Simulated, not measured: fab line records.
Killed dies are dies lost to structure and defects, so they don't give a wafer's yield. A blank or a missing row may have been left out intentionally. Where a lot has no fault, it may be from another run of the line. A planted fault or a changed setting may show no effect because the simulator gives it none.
Chamber matching || flow rit_cmos || RIT_FOX2_WET_ETCH_03 on wet_bench-04 has 3 sister chambers
The step etches Si3N4 in H3PO4, target depth 195 nm, time 2700 s. 16 wafers are shown with their chamber, then 5 later ones without.

WAFERS, EACH WITH ITS CHAMBER
{"wafer": "L186.1", "chamber": 0, "bath_heat_duty_pct (%)": 27, "bath_guard_temp_C (C)": 164.6}
{"wafer": "L186.2", "chamber": 0, "bath_heat_duty_pct (%)": 28, "bath_guard_temp_C (C)": 165.0}
{"wafer": "L186.5", "chamber": 0, "bath_heat_duty_pct (%)": 29, "bath_guard_temp_C (C)": 164.7}
{"wafer": "L188.1", "chamber": 1, "bath_heat_duty_pct (%)": 29, "bath_guard_temp_C (C)": 164.5}
{"wafer": "L188.3", "chamber": 1, "bath_heat_duty_pct (%)": 26, "bath_guard_temp_C (C)": 163.9}
{"wafer": "L188.4", "chamber": 1, "bath_heat_duty_pct (%)": 27, "bath_guard_temp_C (C)": 164.6}
{"wafer": "L189.2", "chamber": 3, "bath_heat_duty_pct (%)": 39, "bath_guard_temp_C (C)": 165.0}
{"wafer": "L189.5", "chamber": 3, "bath_heat_duty_pct (%)": 38, "bath_guard_temp_C (C)": 165.4}
{"wafer": "L189.6", "chamber": 3, "bath_heat_duty_pct (%)": 39, "bath_guard_temp_C (C)": 165.2}
{"wafer": "L191.3", "chamber": 3, "bath_heat_duty_pct (%)": 38, "bath_guard_temp_C (C)": 165.2}
{"wafer": "L191.5", "chamber": 3, "bath_heat_duty_pct (%)": 37, "bath_guard_temp_C (C)": 165.0}
{"wafer": "L191.6", "chamber": 3, "bath_heat_duty_pct (%)": 36, "bath_guard_temp_C (C)": 165.5}
{"wafer": "L204.1", "chamber": 3, "bath_heat_duty_pct (%)": 38, "bath_guard_temp_C (C)": 165.1}
{"wafer": "L204.2", "chamber": 3, "bath_heat_duty_pct (%)": 37, "bath_guard_temp_C (C)": 164.7}
{"wafer": "L204.4", "chamber": 3, "bath_heat_duty_pct (%)": 39, "bath_guard_temp_C (C)": 165.2}
{"wafer": "L205.1", "chamber": 1, "bath_heat_duty_pct (%)": 28, "bath_guard_temp_C (C)": 164.7}

SIGNATURES (means of the wafers above)
{"reading": "bath_heat_duty_pct", "chamber 0": 28.00, "chamber 1": 27.50, "chamber 3": 37.89, "scatter within a chamber": 1.11}
{"reading": "bath_guard_temp_C", "chamber 0": 164.767, "chamber 1": 164.425, "chamber 3": 165.144, "scatter within a chamber": 0.266}
Rule: a wafer's distance from a chamber is the root of the sum, over the readings, of the square of ((its reading less the chamber's mean) divided by the reading's scatter). If the next closest chamber is less than 2 further off than the closest, the wafer can't be placed; otherwise it belongs to the closest. The scatter is the square root of a quotient: the sum, over the shown wafers, of each reading's squared deviation from its chamber's mean, divided by wafers minus chambers.

WAFERS WITHOUT THEIR CHAMBER
{"wafer": "L205.4", "bath_heat_duty_pct (%)": 27, "bath_guard_temp_C (C)": 164.7}
{"wafer": "L205.6", "bath_heat_duty_pct (%)": 28, "bath_guard_temp_C (C)": 164.5}
{"wafer": "L206.1", "bath_heat_duty_pct (%)": 38, "bath_guard_temp_C (C)": 165.0}
{"wafer": "L206.2", "bath_heat_duty_pct (%)": 39, "bath_guard_temp_C (C)": 164.9}
{"wafer": "L206.5", "bath_heat_duty_pct (%)": 38, "bath_guard_temp_C (C)": 164.7}

WHICH CHAMBER EACH ONE RAN IN
{"wafer": "L205.4", "from the rows above": "can't be placed: 0 or 1", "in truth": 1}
{"wafer": "L205.6", "from the rows above": "can't be placed: 1 or 0", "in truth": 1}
{"wafer": "L206.1", "from the rows above": 3, "in truth": 3}
{"wafer": "L206.2", "from the rows above": 3, "in truth": 3}
{"wafer": "L206.5", "from the rows above": 3, "in truth": 3}
Correct placement for 3 of the 5. From these rows, 2 cannot be placed; in 2 the true chamber is one of the candidates. 0 placed wrongly.
